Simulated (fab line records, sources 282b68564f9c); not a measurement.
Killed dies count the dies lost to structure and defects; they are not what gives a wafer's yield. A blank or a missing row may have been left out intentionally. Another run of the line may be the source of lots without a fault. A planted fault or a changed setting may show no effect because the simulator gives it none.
The tool behind it: which one? | flow ritCmos | 39 wafers from 13 lots sampled at 3 of the route's 202 steps

## WHAT EACH GAUGE READ, for each wafer
RIT_CONTACT_CD_MEAS_08: target cd 1000 nm.
lot  | measured    | on       | cdNm (nm)
L816 | day 3 07:26 | cdSem-02 | 1001.7 1000.4 1000.7
L817 | day 3 13:02 | cdSem-02 | 1001.0 999.4 1004.9
L818 | day 3 14:57 | cdSem-02 | 1004.0 1003.4 1005.8
L819 | day 3 19:22 | cdSem-02 | 999.7 999.0 1001.3
L821 | day 4 09:10 | cdSem-02 | 998.4 1001.6 1000.4
L822 | day 4 11:19 | cdSem-02 | 998.4 997.0 1000.2
L824 | day 5 00:28 | cdSem-02 | 999.5 999.8 1001.1
L825 | day 5 07:58 | cdSem-02 | 999.5 1000.7 998.5
L826 | day 5 12:55 | cdSem-02 | 999.1 999.7 999.7
L827 | day 5 15:43 | cdSem-01 | 998.7 1000.6 1000.3
L830 | day 6 07:56 | cdSem-01 | 1000.2 997.1 1000.7
L831 | day 6 10:08 | cdSem-02 | 997.8 996.4 994.1
L832 | day 6 14:35 | cdSem-02 | 1150.6 1152.0 1152.3

## TOOL THAT RAN EACH LOT (tool first, then ch and the chambers of the sampled wafers, then the start)
lot  | RIT_SDANNEAL_RTA_03            | RIT_CONTACT_EXPOSE_05
L816 | rtpAnneal-01 ch 0, day 3 05:17 | ilineStepper-02 ch 0, day 3 06:55
L817 | rtpAnneal-02 ch 0, day 3 10:52 | ilineStepper-02 ch 0, day 3 12:31
L818 | rtpAnneal-01 ch 0, day 3 12:49 | ilineStepper-02 ch 0, day 3 14:26
L819 | rtpAnneal-02 ch 0, day 3 17:06 | ilineStepper-01 ch 0, day 3 18:51
L821 | rtpAnneal-02 ch 0, day 4 07:02 | ilineStepper-01 ch 0, day 4 08:39
L822 | rtpAnneal-01 ch 0, day 4 09:11 | ilineStepper-01 ch 0, day 4 10:49
L824 | rtpAnneal-01 ch 0, day 4 22:13 | ilineStepper-01 ch 0, day 4 23:50
L825 | rtpAnneal-02 ch 0, day 5 05:42 | ilineStepper-02 ch 0, day 5 07:27
L826 | rtpAnneal-01 ch 0, day 5 10:47 | ilineStepper-02 ch 0, day 5 12:23
L827 | rtpAnneal-02 ch 0, day 5 13:21 | ilineStepper-01 ch 0, day 5 15:05
L830 | rtpAnneal-01 ch 0, day 6 05:43 | ilineStepper-02 ch 0, day 6 07:25
L831 | rtpAnneal-02 ch 0, day 6 07:50 | ilineStepper-01 ch 0, day 6 09:35
L832 | rtpAnneal-01 ch 0, day 6 12:25 | ilineStepper-01 ch 0, day 6 14:04
- RIT_SDANNEAL_RTA_03: time 5 s.
- RIT_CONTACT_EXPOSE_05: exposes mask M11, target cd 1000 nm.

## AS READ BY THE TOOLS THEMSELVES (means over the sampled wafers that have a number; for cases with no such wafer, the mark the record gives instead)
RIT_SDANNEAL_RTA_03.
lot  | tool         | annealTempCMax | chamberO2Ppm | rampUpCPerS | wafer_temp_C_max
L816 | rtpAnneal-01 | 1053.5         | 2.002        | 342.03      | 1053.5
L817 | rtpAnneal-02 | 1055.7         | 2.004        | 341.99      | 1052.8
L818 | rtpAnneal-01 | 1054.0         | 1.989        | 341.93      | 1053.1
L819 | rtpAnneal-02 | 1056.6         | 2.042        | 342.02      | 1053.2
L821 | rtpAnneal-02 | 1056.4         | 2.007        | 341.99      | 1053.4
L822 | rtpAnneal-01 | 1053.5         | 2.017        | 341.97      | 1053.5
L824 | rtpAnneal-01 | 1052.8         | 1.982        | 342.00      | 1053.2
L825 | rtpAnneal-02 | 1056.0         | 2.029        | 342.04      | 1053.1
L826 | rtpAnneal-01 | 1053.7         | 2.019        | 342.01      | 1052.5
L827 | rtpAnneal-02 | 1056.7         | 2.010        | 342.08      | 1053.5
L830 | rtpAnneal-01 | 1053.6         | 2.004        | 342.04      | 1052.9
L831 | rtpAnneal-02 | 1055.9         | 1.978        | 341.98      | 1052.4
L832 | rtpAnneal-01 | 1053.5         | 2.015        | 342.02      | 1053.0

RIT_CONTACT_EXPOSE_05.
lot  | tool            | focusOffsetNm (nm)
L816 | ilineStepper-02 | 0.4
L817 | ilineStepper-02 | -0.5
L818 | ilineStepper-02 | -0.3
L819 | ilineStepper-01 | -0.2
L821 | ilineStepper-01 | -0.5
L822 | ilineStepper-01 | -0.5
L824 | ilineStepper-01 | 0.1
L825 | ilineStepper-02 | 0.1
L826 | ilineStepper-02 | 0.4
L827 | ilineStepper-01 | 0.3
L830 | ilineStepper-02 | -0.4
L831 | ilineStepper-01 | -0.1
L832 | ilineStepper-01 | 0.0

## THE ANSWER, worked out from the rows above alone
Rule: the usual values come from the lots themselves. Put in order of their means at a reading, lots are off if they are a third of the lots or fewer, leave a main group of 4 or more, and stand apart from it by a gap of 3 or more times the standard deviation of the main group's means; of several such gaps the widest counts. If all means in a main group match to the digits the tables above print for the reading, that group is not used. A lot without any number at a reading at which 4 lots or more have one is off too. All remaining lots with rows at the step are treated as sound. Order of review: gauges by route order, followed by the tools' own readings, for which a lot's mean as printed above is used. At the first step where some lot is off, the reading lying furthest off is the one used; lots without a number count as furthest.
Off: L832 (RIT_CONTACT_CD_MEAS_08, cdNm). The main group has a mean of 1000.0 nm with a standard deviation of 1.9.
A tool fits if, at a process step before that reading, it ran every lot that is off, and no sound lot after the first of them. The gauges at RIT_CONTACT_CD_MEAS_08 are tried like those tools. Can't be told from this: 3 tools fit, rtpAnneal-01 at RIT_SDANNEAL_RTA_03, ilineStepper-01 at RIT_CONTACT_EXPOSE_05, cdSem-02 at RIT_CONTACT_CD_MEAS_08.

## WHAT HAD BEEN PUT IN BY THE SIMULATOR
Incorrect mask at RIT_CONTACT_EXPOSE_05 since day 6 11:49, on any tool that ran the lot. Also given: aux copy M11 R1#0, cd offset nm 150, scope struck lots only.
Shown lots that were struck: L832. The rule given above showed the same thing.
